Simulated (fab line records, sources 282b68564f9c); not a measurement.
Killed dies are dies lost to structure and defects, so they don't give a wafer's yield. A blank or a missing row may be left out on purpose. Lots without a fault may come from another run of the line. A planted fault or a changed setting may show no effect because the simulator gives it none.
Which tool did it? | flow rit_cmos | 13 lots, 39 wafers sampled, at 6 steps of a route of 202

WHAT THE GAUGES READ, wafer by wafer
RIT_NWELL_OVL_MEAS_06.
lot  | measured    | on         | NWELL_OVL (nm)
L759 | day 1 20:47 | overlay-02 | -0.7 -1.5 0.8
L760 | day 2 01:23 | overlay-01 | -0.8 0.1 2.8
L761 | day 2 07:45 | overlay-02 | 2.0 0.0 0.2
L762 | day 2 11:17 | overlay-01 | 1.2 2.3 -0.7
L763 | day 2 17:28 | overlay-01 | 1.6 0.9 2.3
L764 | day 2 21:59 | overlay-02 | -0.1 -0.8 -0.4
L765 | day 3 03:39 | overlay-02 | 1.9 -1.6 1.7
L769 | day 3 22:19 | overlay-02 | 1.7 2.9 3.4
L771 | day 4 08:11 | overlay-01 | -1.3 -0.7 0.2
L773 | day 4 18:15 | overlay-01 | -0.1 0.8 1.5
L780 | day 6 05:25 | overlay-01 | -0.9 -1.0 -0.7
L781 | day 6 14:13 | overlay-02 | 2.4 2.6 2.3
L782 | day 6 17:41 | overlay-01 | 0.8 -0.3 -1.1

RIT_PRETRO_TW_MEAS_10.
lot  | measured    | on            | PRETRO_TW
L759 | day 2 07:46 | film_metro-01 | 465 468 466
L760 | day 2 12:37 | film_metro-02 | 478 479 477
L761 | day 2 19:02 | film_metro-01 | 464 464 466
L762 | day 2 22:06 | film_metro-04 | 475 471 473
L763 | day 3 04:09 | film_metro-02 | 476 476 475
L764 | day 3 08:42 | film_metro-02 | 475 476 475
L765 | day 3 14:29 | film_metro-02 | 476 479 477
L769 | day 4 10:31 | film_metro-01 | 466 465 465
L771 | day 4 19:10 | film_metro-01 | 467 468 466
L773 | day 5 06:02 | film_metro-02 | 478 481 480
L780 | day 6 16:15 | film_metro-01 | 464 465 466
L781 | day 7 01:12 | film_metro-01 | 466 467 469
L782 | day 7 06:02 | film_metro-01 | 466 467 469

RIT_SPACER_THK_MEAS_04.
lot  | measured    | on            | SPACER_NITRIDE_THK (nm)
L759 | day 2 21:32 | film_metro-01 | 250.8 249.4 250.1
L760 | day 3 03:27 | film_metro-02 | 251.0 251.8 250.2
L761 | day 3 11:05 | film_metro-04 | 253.5 254.1 251.3
L762 | day 3 15:13 | film_metro-01 | 249.2 247.9 249.7
L763 | day 3 18:46 | film_metro-02 | 253.7 251.6 250.7
L764 | day 3 22:55 | film_metro-02 | 246.3 247.2 247.7
L765 | day 4 04:10 | film_metro-01 | 250.4 247.6 248.0
L769 | day 5 00:05 | film_metro-04 | 420.0 421.0 419.3
L771 | day 5 08:45 | film_metro-04 | 247.3 246.5 248.5
L773 | day 5 19:37 | film_metro-02 | 249.5 247.0 250.4
L780 | day 7 06:51 | film_metro-04 | 251.2 252.5 249.4
L781 | day 7 17:23 | film_metro-04 | 249.5 247.9 249.5
L782 | day 7 20:58 | film_metro-01 | 252.1 252.5 252.0

RIT_M1_OVL_MEAS_10.
lot  | measured    | on         | M1_OVL (nm)
L759 | day 3 06:02 | overlay-02 | -3.3 -1.3 -1.2
L760 | day 3 12:14 | overlay-01 | -1.0 -0.9 1.1
L761 | day 3 19:43 | overlay-01 | 1.4 1.9 -0.1
L762 | day 3 23:36 | overlay-01 | 0.6 0.7 0.0
L763 | day 4 03:27 | overlay-01 | -2.3 -1.8 -1.5
L764 | day 4 07:20 | overlay-02 | -1.3 0.8 -0.8
L765 | day 4 12:53 | overlay-01 | 2.2 0.3 -0.4
L771 | day 5 17:17 | overlay-01 | 1.6 -2.1 -2.8
L773 | day 6 04:25 | overlay-01 | 0.3 1.0 -0.8
L780 | day 7 15:15 | overlay-01 | 1.1 1.2 2.4
L781 | day 8 02:29 | overlay-01 | 1.9 0.5 2.0
L782 | day 8 05:53 | overlay-02 | 1.2 0.1 -0.7

WHICH TOOL RAN EACH LOT (tool, then ch and the chambers of the sampled wafers, then the start)
lot  | RIT_SPACER_CVD_03          | RIT_SPACER_ETCHBACK_05
L759 | lpcvd-01 ch 0, day 2 19:37 | rie_diel-04 ch 0,2,3, day 2 21:36
L760 | lpcvd-02 ch 0, day 3 01:32 | rie_diel-01 ch 1,2,3, day 3 03:31
L761 | lpcvd-01 ch 1, day 3 09:10 | rie_diel-01 ch 0,1,3, day 3 11:08
L762 | lpcvd-02 ch 1, day 3 12:18 | rie_diel-04 ch 0,1,3, day 3 15:14
L763 | lpcvd-01 ch 0, day 3 16:50 | rie_diel-02 ch 0,1, day 3 18:49
L764 | lpcvd-02 ch 1, day 3 20:59 | rie_diel-01 ch 1,2, day 3 22:58
L765 | lpcvd-02 ch 0, day 4 02:14 | rie_diel-04 ch 2,3, day 4 04:13
L769 | lpcvd-01 ch 0, day 4 22:11 | rie_diel-02 ch 0,2,3, day 5 00:09
L771 | lpcvd-02 ch 0, day 5 06:50 | rie_diel-04 ch 0,1,3, day 5 08:49
L773 | lpcvd-02 ch 1, day 5 17:41 | rie_diel-02 ch 0,2,3, day 5 19:40
L780 | lpcvd-02 ch 1, day 7 04:56 | rie_diel-02 ch 1,2, day 7 06:55
L781 | lpcvd-02 ch 0, day 7 15:28 | rie_diel-01 ch 2,3, day 7 17:26
L782 | lpcvd-01 ch 0, day 7 19:02 | rie_diel-02 ch 0,2,3, day 7 21:01
- RIT_SPACER_CVD_03: deposits Si3N4 from SiH2Cl2/NH3, target thk 250 nm, time 3300 s.
- RIT_SPACER_ETCHBACK_05: etches Si3N4 in SF6/CHF3, stops on SiO2, target depth 250 nm, time 229.5 s.

WHAT THE TOOLS THEMSELVES READ (means of the sampled wafers that have a number; where no wafer has one, the mark that the record gives instead)
RIT_SPACER_CVD_03.
lot  | tool     | spike_tc_centre_C (C) | spike_tc_load_C (C) | spike_tc_source_C (C) | susceptor_temp_C (C) | zone_power_centre_pct (%) | zone_power_load_pct (%) | zone_power_source_pct (%)
L759 | lpcvd-01 | 812.8                 | 834.1               | 836.2                 | 810.3                | 37.6                      | 21.8                    | 20.9
L760 | lpcvd-02 | 811.3                 | 833.7               | 831.1                 | 810.1                | 37.6                      | 21.4                    | 20.9
L761 | lpcvd-01 | 812.5                 | 834.1               | 834.2                 | 810.1                | 39.1                      | 19.0                    | 21.4
L762 | lpcvd-02 | 813.1                 | 829.9               | 832.9                 | 809.8                | 36.5                      | 23.7                    | 21.4
L763 | lpcvd-01 | 811.7                 | 834.9               | 835.9                 | 810.1                | 37.3                      | 21.6                    | 21.1
L764 | lpcvd-02 | 813.8                 | 829.9               | 832.5                 | 810.3                | 36.8                      | 23.4                    | 21.6
L765 | lpcvd-02 | 810.6                 | 833.3               | 831.7                 | 809.7                | 37.4                      | 21.4                    | 21.1
L769 | lpcvd-01 | 890.5                 | 912.7               | 914.3                 | 887.3                | 41.3                      | 26.4                    | 25.4
L771 | lpcvd-02 | 810.5                 | 832.7               | 830.4                 | 809.9                | 37.3                      | 21.6                    | 21.0
L773 | lpcvd-02 | 812.7                 | 830.3               | 833.7                 | 810.1                | 37.1                      | 23.7                    | 21.5
L780 | lpcvd-02 | 812.1                 | 830.1               | 832.5                 | 810.2                | 37.2                      | 23.4                    | 21.5
L781 | lpcvd-02 | 811.2                 | 831.4               | 831.8                 | 810.0                | 36.8                      | 21.4                    | 21.2
L782 | lpcvd-01 | 811.7                 | 835.1               | 836.2                 | 810.0                | 37.5                      | 21.7                    | 20.9

RIT_SPACER_ETCHBACK_05.
lot  | tool        | chamber_pressure_mTorr (mTorr) | drypump_motor_current_A (A) | oes_product_au (a.u.) | throttle_valve_pct (%)
L759 | rie_diel-04 | 40.00                          | 5.4                         | 0.871                 | 10.43
L760 | rie_diel-01 | 39.99                          | 5.7                         | 0.883                 | 10.41
L761 | rie_diel-01 | 39.98                          | 5.8                         | 0.885                 | 10.42
L762 | rie_diel-04 | 40.02                          | 5.6                         | 0.865                 | 10.54
L763 | rie_diel-02 | 40.02                          | 5.6                         | 0.871                 | 10.38
L764 | rie_diel-01 | 40.01                          | 6.0                         | 0.878                 | 10.38
L765 | rie_diel-04 | 39.98                          | 5.2                         | 0.871                 | 10.41
L769 | rie_diel-02 | 40.00                          | 5.3                         | 1.005                 | 10.24
L771 | rie_diel-04 | 39.99                          | 5.6                         | 0.863                 | 10.54
L773 | rie_diel-02 | 40.01                          | 5.3                         | 0.865                 | 10.19
L780 | rie_diel-02 | 40.03                          | 5.5                         | 0.864                 | 10.45
L781 | rie_diel-01 | 40.01                          | 5.4                         | 0.880                 | 10.41
L782 | rie_diel-02 | 39.99                          | 5.3                         | 0.873                 | 10.19

THE ANSWER, worked out from the rows above alone
Rule: what is usual is taken from the lots themselves. Put in order of their means at a reading, lots are off if they are a third of the lots or fewer, leave a main group of 4 or more, and stand apart from it by a gap of 3 or more times the standard deviation of the main group's means; of several such gaps the widest counts. A main group whose means are all the same, to the digits that the tables above print for the reading, isn't used. A lot without any number at a reading at which 4 lots or more have one is off too. The other lots that the step has rows for count as sound. The gauges are gone through in route order, then the tools' own readings, and for those a lot's mean is taken as printed above. The first step at which some lot is off is used, and at that step the reading that is off furthest; a lot without a number counts as furthest.
Off: L769, at RIT_SPACER_THK_MEAS_04 (SPACER_NITRIDE_THK). The main group: mean 249.9 nm, standard deviation 1.8.
A tool fits if, at a process step before that reading, it ran every lot that is off, and no sound lot after the first of them. The gauges at RIT_SPACER_THK_MEAS_04 aren't tried: what is off there is off at RIT_SPACER_CVD_03 too, on other tools, and a gauge's error can't cause that. None of those tried fits.

WHAT THE SIMULATOR HAD PUT IN
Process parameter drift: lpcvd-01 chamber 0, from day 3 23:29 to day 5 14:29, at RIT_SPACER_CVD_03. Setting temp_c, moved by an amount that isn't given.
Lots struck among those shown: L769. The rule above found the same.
